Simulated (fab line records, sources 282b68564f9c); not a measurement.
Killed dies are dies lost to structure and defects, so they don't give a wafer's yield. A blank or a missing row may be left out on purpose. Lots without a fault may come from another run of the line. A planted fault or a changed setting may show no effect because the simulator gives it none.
Which tool did it? | flow rit_cmos | 14 lots, 42 wafers sampled, at 2 steps of a route of 202

WHAT THE GAUGES READ, wafer by wafer
RIT_GATE_THK_MEAS_07. Usual: GATE_OXIDE_THK 3.04 nm, standard deviation 0.063.
lot  | measured    | on            | GATE_OXIDE_THK (nm) | flag
L474 | day 2 17:22 | film_metro-03 | 2.99 3.00 3.04      |
L475 | day 3 00:34 | film_metro-04 | 2.97 3.00 2.98      |
L476 | day 3 04:38 | film_metro-04 | 3.09 3.13 3.05      |
L477 | day 3 08:55 | film_metro-03 | 2.99 3.00 2.96      |
L478 | day 3 16:51 | film_metro-04 | 3.09 3.13 3.06      |
L479 | day 3 20:38 | film_metro-03 | 3.01 3.05 2.99      |
L480 | day 3 23:11 | film_metro-02 | 3.16 3.14 3.15      |
L484 | day 4 15:57 | film_metro-02 | 3.39 3.40 3.39      | OFF
L486 | day 5 05:35 | film_metro-04 | 3.42 3.31 3.38      | OFF
L487 | day 5 08:14 | film_metro-02 | 2.99 3.11 3.03      |
L488 | day 5 11:19 | film_metro-03 | 3.09 3.11 3.07      |
L490 | day 5 22:29 | film_metro-03 | 3.09 3.08 3.07      |
L493 | day 6 12:32 | film_metro-04 | 3.03 2.95 2.96      |
L495 | day 7 01:51 | film_metro-04 | 2.96 3.00 3.02      |

WHICH TOOL RAN EACH LOT (tool, then ch and the chambers of the sampled wafers, then the start)
lot  | RIT_GATE_OXIDATION_05
L474 | furnace-01 ch 0, day 2 11:10
L475 | furnace-04 ch 0, day 2 18:40
L476 | furnace-04 ch 0, day 3 02:29
L477 | furnace-01 ch 0, day 3 06:29
L478 | furnace-03 ch 0, day 3 14:54
L479 | furnace-03 ch 0, day 3 18:47
L480 | furnace-01 ch 0, day 3 20:37
L484 | furnace-03 ch 0, day 4 13:39
L486 | furnace-03 ch 0, day 5 03:41
L487 | furnace-01 ch 0, day 5 06:55
L488 | furnace-04 ch 0, day 5 08:19
L490 | furnace-04 ch 0, day 5 20:58
L493 | furnace-04 ch 0, day 6 11:13
L495 | furnace-04 ch 0, day 6 23:16
- RIT_GATE_OXIDATION_05: target thk 3 nm, ox time 270 s.

WHAT THE TOOLS THEMSELVES READ (means of the sampled wafers that have a number; where no wafer has one, the mark that the record gives instead)
RIT_GATE_OXIDATION_05. Usual: tube_center_temp_C_max 902.3, standard deviation 0.35; zone_power_centre_pct 40.9 %, standard deviation 1.2; zone_power_source_pct 27.4 %, standard deviation 2.7.
lot  | tool       | tube_center_temp_C_max | zone_power_centre_pct (%) | zone_power_source_pct (%) | flag
L474 | furnace-01 | 902.1                  | 39.9                      | 31.5                      |
L475 | furnace-04 | 902.1                  | 40.2                      | 25.9                      |
L476 | furnace-04 | 902.2                  | 39.8                      | 25.9                      |
L477 | furnace-01 | 902.4                  | 40.1                      | 31.6                      |
L478 | furnace-03 | 902.2                  | 42.4                      | 25.5                      |
L479 | furnace-03 | 902.2                  | 42.3                      | 25.9                      |
L480 | furnace-01 | 902.7                  | 40.2                      | 31.5                      |
L484 | furnace-03 | 902.2                  | 42.3                      | 25.7                      |
L486 | furnace-03 | 902.4                  | 42.3                      | 25.6                      |
L487 | furnace-01 | 902.0                  | 39.8                      | 31.8                      |
L488 | furnace-04 | 902.2                  | 40.1                      | 25.8                      |
L490 | furnace-04 | 902.4                  | 40.2                      | 26.2                      |
L493 | furnace-04 | 902.3                  | 40.1                      | 25.5                      |
L495 | furnace-04 | 902.0                  | 39.6                      | 25.6                      |

THE ANSWER, worked out from the rows above alone
Rule: a lot is off if the mean of its wafers that have a number lies more than 3 standard deviations from the usual mean. A lot without any number at a reading at which 4 lots or more have one is off too. The other lots that the step has rows for count as sound. The gauges are gone through in route order, then the tools' own readings, and for those a lot's mean is taken as printed above. The first step at which some lot is off is used, and at that step the reading that is off furthest; a lot without a number counts as furthest.
Off: L484, L486, at RIT_GATE_THK_MEAS_07 (GATE_OXIDE_THK).
A tool fits if, at a process step before that reading, it ran every lot that is off, and no sound lot after the first of them. The gauges at RIT_GATE_THK_MEAS_07 are tried like those tools. One fits: furnace-03 at RIT_GATE_OXIDATION_05. Its last sound lot is L479 (day 3 18:47), its first lot that is off L484 (day 4 13:39): a fault that began between those two fits.

WHAT THE SIMULATOR HAD PUT IN
Process parameter drift: furnace-03, from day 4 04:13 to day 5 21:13, at RIT_GATE_OXIDATION_05. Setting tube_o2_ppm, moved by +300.
Lots struck among those shown: L484, L486. The rule above found the same.
